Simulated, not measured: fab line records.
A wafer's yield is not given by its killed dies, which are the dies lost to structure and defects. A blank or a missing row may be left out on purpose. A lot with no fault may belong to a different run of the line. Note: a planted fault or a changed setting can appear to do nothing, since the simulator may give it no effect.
Split-lot trial ; flow ritCmos ; 5 lots, 23 wafers read, on a route of 202 steps

THE SPLIT
At RIT_NSD_COAT_01 (resist thk 1000 nm), the setting resistThkNm was moved away from the recipe's 1000 nm on 8 of the 23 wafers read, by +3.6% to +4.4%. The other wafers ran this setting at the recipe's value.

FROM THE SPLIT TO THE READING: what the file shows between them, 3 steps
- RIT_NSD_SOFTBAKE_02: time 60 s
- RIT_NSD_EXPOSE_03: exposes mask M9, target cd 40700 nm
- RIT_NSD_DEVELOP_05: develop time 50 s

THE READING
NOVOLAK_of_NSD_COAT_01.thkNm (the simulator's own value, which no gauge read), in nm, at RIT_NSD_HARDBAKE_07 (time 60 s). No usual value for it is given in the file. Here, 15 wafers ran the recipe; their average is 885.4 nm with a standard deviation of 3.6 nm.

wafer;tool, chamber at the split;resistThkNm as run, nm;against the recipe;NOVOLAK_of_NSD_COAT_01.thkNm, nm;against lot-mates on the recipe
L075.2;lithoTrack-04, 0;1000;recipe;881.6;-
L075.3;lithoTrack-04, 0;1000;recipe;881.7;-
L075.4;lithoTrack-04, 0;1000;recipe;878;-
L078.1;lithoTrack-03, 0;1036;+3.6%;914.3;+30.4
L078.3;lithoTrack-03, 0;1000;recipe;882.9;-
L078.4;lithoTrack-03, 0;1036;+3.6%;917.5;+33.6
L078.5;lithoTrack-03, 0;1000;recipe;884.9;-
L078.6;lithoTrack-03, 0;1036;+3.6%;916.5;+32.6
L081.1;lithoTrack-04, 0;1044;+4.4%;924.1;+40.0
L081.2;lithoTrack-04, 0;1044;+4.4%;918.6;+34.5
L081.4;lithoTrack-04, 0;1000;recipe;885.7;-
L081.5;lithoTrack-04, 0;1000;recipe;883.2;-
L081.6;lithoTrack-04, 0;1000;recipe;883.5;-
L082.1;lithoTrack-04, 0;1043;+4.3%;924.6;+38.8
L082.2;lithoTrack-04, 0;1043;+4.3%;921.3;+35.5
L082.3;lithoTrack-04, 0;1000;recipe;884.3;-
L082.4;lithoTrack-04, 0;1000;recipe;887.3;-
L082.5;lithoTrack-04, 0;1043;+4.3%;923;+37.2
L083.1;lithoTrack-01, 0;1000;recipe;890;-
L083.2;lithoTrack-01, 0;1000;recipe;889.1;-
L083.4;lithoTrack-01, 0;1000;recipe;889.8;-
L083.5;lithoTrack-01, 0;1000;recipe;890.1;-
L083.6;lithoTrack-01, 0;1000;recipe;889.5;-

THE FIT
A straight line over all 23 wafers: NOVOLAK_of_NSD_COAT_01.thkNm changes by +8.5 nm for each +1% of resistThkNm; r = +0.98; the points scatter about the line by 3.3 nm.
The same after taking each lot's own level away (the mean of its wafers on the recipe; 23 wafers): +8.67 nm for each +1%; r = +1.00; scatter 1.5 nm.
That fit puts the effect of the largest move of resistThkNm on the reading at 38 nm.
The lots' own levels span 880.43 to 889.70 nm, that is 2.6 times the standard deviation above.
The two slopes agree, so the slope changes little with the lot-to-lot level.
Check: with one of the wafers moved furthest among these (+4.4%) left out of the fit, the line predicts +37.9 nm for it against its lot-mates. It came out at +40 nm against them.

THESE WAFERS: OTHER SPLITS
Note: prior to the reading, these wafers also went through further splits. Each is held against what the fit with the lots' levels taken away leaves over:
other split on the same wafers;wafers away from the commonest value;r with NOVOLAK_of_NSD_COAT_01.thkNm (lot level and that fit taken away)
RIT_GATE_DEVELOP_15 devTempC;6;-0.23
RIT_REOX_OXIDATION_03 oxTimeS;18;-0.04
RIT_NLDD_SOFTBAKE_02 tempC;8;+0.23
RIT_NLDD_IMPLANT_08 energyKev;12;+0.00

THE WHOLE CHAIN: every reading that the file lists as answering this split, in the file's order
step;what it does;reading;change (the file's fit);r (the file's)
RIT_NSD_COAT_01;resist thk 1000 nm;NOVOLAK_of_NSD_COAT_01.thkNm (the simulator's own value, which no gauge read);+9.88 nm for each +1% of the setting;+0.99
RIT_NSD_HARDBAKE_07;time 60 s;NOVOLAK_of_NSD_COAT_01.thkNm (the simulator's own value, which no gauge read);+8.64 nm for each +1% of the setting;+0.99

THE FILE'S OWN FIT
NOVOLAK_of_NSD_COAT_01.thkNm changes by +8.64 nm for each +1% of resistThkNm, r = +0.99.
